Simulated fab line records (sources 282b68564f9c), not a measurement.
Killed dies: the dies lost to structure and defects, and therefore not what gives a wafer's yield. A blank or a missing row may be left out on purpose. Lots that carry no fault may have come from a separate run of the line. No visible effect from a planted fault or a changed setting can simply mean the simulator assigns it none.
What tool caused it? | flow ritCmos | 14 lots with 42 wafers sampled at 5 steps, on a route of 202 steps

## WHAT EACH GAUGE READ, for each wafer
RIT_PWELL_OVL_MEAS_06.
lot  | measured    | on         | PWELL_OVL (nm)
L922 | day 2 02:02 | overlay-01 | 0.5 -0.8 -0.2
L923 | day 2 05:52 | overlay-02 | -2.5 0.2 -0.3
L925 | day 2 16:08 | overlay-01 | 0.8 0.9 2.2
L926 | day 2 20:28 | overlay-01 | -0.3 2.9 2.0
L928 | day 3 04:56 | overlay-02 | -1.3 -0.5 -1.1
L930 | day 3 17:12 | overlay-01 | -2.2 -0.9 0.2
L932 | day 4 02:37 | overlay-01 | 1.0 -0.5 -0.6
L933 | day 4 07:10 | overlay-01 | -0.8 -1.4 -1.0
L935 | day 4 15:30 | overlay-02 | -0.1 0.3 -0.5
L940 | day 5 17:45 | overlay-01 | 1.1 1.0 0.8
L941 | day 5 21:29 | overlay-02 | -0.9 -2.0 -0.9
L942 | day 6 01:57 | overlay-01 | -2.0 0.5 -0.7
L944 | day 6 13:26 | overlay-02 | 0.8 -0.9 -2.3
L945 | day 6 18:44 | overlay-01 | 0.5 1.4 2.1

RIT_GATE_THK_MEAS_07.
lot  | measured    | on           | GATE_OXIDE_THK (nm)
L922 | day 2 14:43 | filmMetro-01 | 2.95 2.91 2.92
L923 | day 2 18:18 | filmMetro-03 | 3.02 2.96 3.00
L925 | day 3 03:43 | filmMetro-04 | 3.06 3.01 3.08
L926 | day 3 09:18 | filmMetro-04 | 3.14 3.00 3.09
L928 | day 3 20:12 | filmMetro-04 | 2.94 2.99 2.98
L930 | day 4 07:41 | filmMetro-04 | 3.06 3.01 3.03
L932 | day 4 15:05 | filmMetro-04 | 3.00 2.97 3.03
L933 | day 4 21:08 | filmMetro-01 | 3.14 3.10 3.09
L935 | day 5 03:46 | filmMetro-01 | 3.04 3.04 3.03
L940 | day 6 07:58 | filmMetro-03 | 2.50 2.61 2.52
L941 | day 6 09:55 | filmMetro-01 | 2.48 2.52 2.49
L942 | day 6 14:51 | filmMetro-03 | 2.99 2.95 2.96
L944 | day 7 03:50 | filmMetro-03 | 2.96 2.95 2.96
L945 | day 7 06:35 | filmMetro-04 | 3.06 2.99 2.97

RIT_NLDD_OVL_MEAS_06.
lot  | measured    | on         | NLDD_OVL (nm)
L922 | day 2 23:35 | overlay-01 | 1.8 1.8 2.1
L923 | day 3 03:25 | overlay-01 | 0.9 1.8 -0.4
L925 | day 3 12:07 | overlay-02 | -1.6 -2.5 -1.7
L926 | day 3 19:40 | overlay-02 | -1.4 -0.2 -1.8
L928 | day 4 03:29 | overlay-01 | -0.1 1.5 0.8
L930 | day 4 15:50 | overlay-02 | 1.7 3.0 0.8
L932 | day 5 00:51 | overlay-01 | -2.3 -1.4 -0.3
L933 | day 5 05:19 | overlay-01 | 2.0 0.8 1.2
L935 | day 5 12:32 | overlay-01 | -0.1 -0.3 1.2
L940 | day 6 15:31 | overlay-01 | -1.6 0.4 -1.0
L941 | day 6 17:47 | overlay-02 | 0.1 -3.7 -1.1
L942 | day 6 23:02 | overlay-01 | 1.4 0.1 -1.0
L944 | day 7 11:31 | overlay-02 | -1.5 -0.3 -1.3
L945 | day 7 13:50 | overlay-01 | 1.4 1.0 0.5

## TOOL THAT RAN EACH LOT (tool first, then ch and the chambers of the sampled wafers, then the start)
lot  | RIT_ACTIVE_STRIP_14                | RIT_GATE_OXIDATION_05
L922 | plasmaAsher-03 ch 0,1, day 1 14:50 | furnace-03 ch 0, day 2 12:52
L923 | plasmaAsher-02 ch 0,1, day 1 20:12 | furnace-01 ch 0, day 2 16:57
L925 | plasmaAsher-03 ch 0,1, day 2 06:41 | furnace-04 ch 0, day 3 02:23
L926 | plasmaAsher-03 ch 1, day 2 11:34   | furnace-04 ch 0, day 3 07:34
L928 | plasmaAsher-04 ch 0,1, day 2 21:07 | furnace-01 ch 0, day 3 17:12
L930 | plasmaAsher-03 ch 0,1, day 3 08:02 | furnace-04 ch 0, day 4 05:03
L932 | plasmaAsher-02 ch 0,1, day 3 18:40 | furnace-01 ch 0, day 4 12:39
L933 | plasmaAsher-02 ch 0, day 3 23:50   | furnace-03 ch 0, day 4 17:52
L935 | plasmaAsher-03 ch 0,1, day 4 08:11 | furnace-04 ch 0, day 5 02:26
L940 | plasmaAsher-04 ch 0, day 5 09:15   | furnace-01 ch 0, day 6 04:52
L941 | plasmaAsher-04 ch 0,1, day 5 14:11 | furnace-01 ch 0, day 6 08:35
L942 | plasmaAsher-02 ch 0,1, day 5 19:06 | furnace-03 ch 0, day 6 12:50
L944 | plasmaAsher-04 ch 0,1, day 6 04:50 | furnace-04 ch 0, day 7 00:58
L945 | plasmaAsher-03 ch 0,1, day 6 10:50 | furnace-03 ch 0, day 7 05:15
- RIT_ACTIVE_STRIP_14: strips in O2, time 180 s.
- RIT_GATE_OXIDATION_05: target thk 3 nm, ox time 270 s.

## WHAT THE TOOLS THEMSELVES READ (means of the sampled wafers that have a number; where no wafer has one, the mark that the record gives instead)
RIT_ACTIVE_STRIP_14.
lot  | tool           | drypumpMotorCurrentA (A)
L922 | plasmaAsher-03 | 5.1
L923 | plasmaAsher-02 | 5.5
L925 | plasmaAsher-03 | 5.2
L926 | plasmaAsher-03 | 5.1
L928 | plasmaAsher-04 | 6.5
L930 | plasmaAsher-03 | 5.1
L932 | plasmaAsher-02 | 5.5
L933 | plasmaAsher-02 | 5.6
L935 | plasmaAsher-03 | 5.1
L940 | plasmaAsher-04 | 5.8
L941 | plasmaAsher-04 | 6.5
L942 | plasmaAsher-02 | 5.5
L944 | plasmaAsher-04 | 6.5
L945 | plasmaAsher-03 | 5.1

RIT_GATE_OXIDATION_05.
lot  | tool       | spikeTcCentreC (C) | spikeTcLoadC (C) | spikeTcSourceC (C) | tubeCenterTempC (C) | tube_center_temp_C_max
L922 | furnace-03 | 903.6              | 924.3            | 926.4              | 900.00              | 902.3
L923 | furnace-01 | 903.5              | 923.9            | 924.7              | 900.01              | 902.2
L925 | furnace-04 | 901.1              | 928.8            | 925.4              | 900.01              | 902.1
L926 | furnace-04 | 901.1              | 929.7            | 925.6              | 899.98              | 902.1
L928 | furnace-01 | 904.8              | 924.3            | 925.8              | 900.06              | 902.7
L930 | furnace-04 | 900.8              | 928.1            | 925.9              | 899.98              | 902.3
L932 | furnace-01 | 905.3              | 924.4            | 925.4              | 900.06              | 902.5
L933 | furnace-03 | 904.6              | 924.6            | 926.6              | 900.03              | 902.3
L935 | furnace-04 | 901.0              | 927.4            | 925.4              | 900.06              | 902.2
L940 | furnace-01 | 891.3              | 910.5            | 911.6              | 886.03              | 888.1
L941 | furnace-01 | 889.7              | 909.3            | 910.7              | 885.95              | 888.2
L942 | furnace-03 | 903.0              | 923.3            | 926.4              | 899.99              | 902.6
L944 | furnace-04 | 901.4              | 928.5            | 925.8              | 900.01              | 902.3
L945 | furnace-03 | 903.4              | 925.2            | 926.2              | 900.12              | 902.6

## THE ANSWER, worked out from the rows above alone
Rule: what is usual is taken from the lots themselves. The widest of any qualifying gaps counts: lots, ordered by their means at a reading, are off when they make up no more than a third of the lots, leave a main group of 4 or more, and stand apart from it by 3 or more times the standard deviation of that group's means. The tables above print the reading to a certain number of digits; a main group whose means all agree to those digits is not used. A lot without any number at a reading at which 4 lots or more have one is off too. Any other lot the step has rows for is counted as sound. First the gauges in route order, then the tools' own readings, where a lot's mean is used as printed above. At the first step where some lot is off, the reading lying furthest off is the one used; lots without a number count as furthest.
Off: L940, L941, seen at RIT_GATE_THK_MEAS_07 (GATE_OXIDE_THK). The main group: mean 3.01 nm, standard deviation 0.051.
A tool fits if, at a process step before that reading, it ran every lot that is off, and no sound lot after the first of them. The gauges at RIT_GATE_THK_MEAS_07 aren't tried: what is off there is off at RIT_GATE_OXIDATION_05 too, on other tools, and a gauge's error can't cause that. One candidate fits, namely furnace-01 at RIT_GATE_OXIDATION_05. A fault onset in the window from L932 (day 4 12:39, its last sound lot) to L940 (day 6 04:52, its first lot off) fits.
The tool's own readings at RIT_GATE_OXIDATION_05 bear it out: on the lots that are off they differ by more than 5 times the standard deviation of the sound lots' means. spikeTcCentreC reads 890.5 C there against 902.8 C on the sound lots; spikeTcLoadC reads 909.9 C there against 926.0 C on the sound lots; spikeTcSourceC reads 911.2 C there against 925.8 C on the sound lots; tubeCenterTempC reads 885.99 C there against 900.03 C on the sound lots; tube_center_temp_C_max reads 888.2 there against 902.4 on the sound lots.

## WHAT THE SIMULATOR PUT IN
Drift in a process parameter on furnace-01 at RIT_GATE_OXIDATION_05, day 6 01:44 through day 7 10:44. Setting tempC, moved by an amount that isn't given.
Lots struck among those shown: L940, L941. Same finding as the rule above.
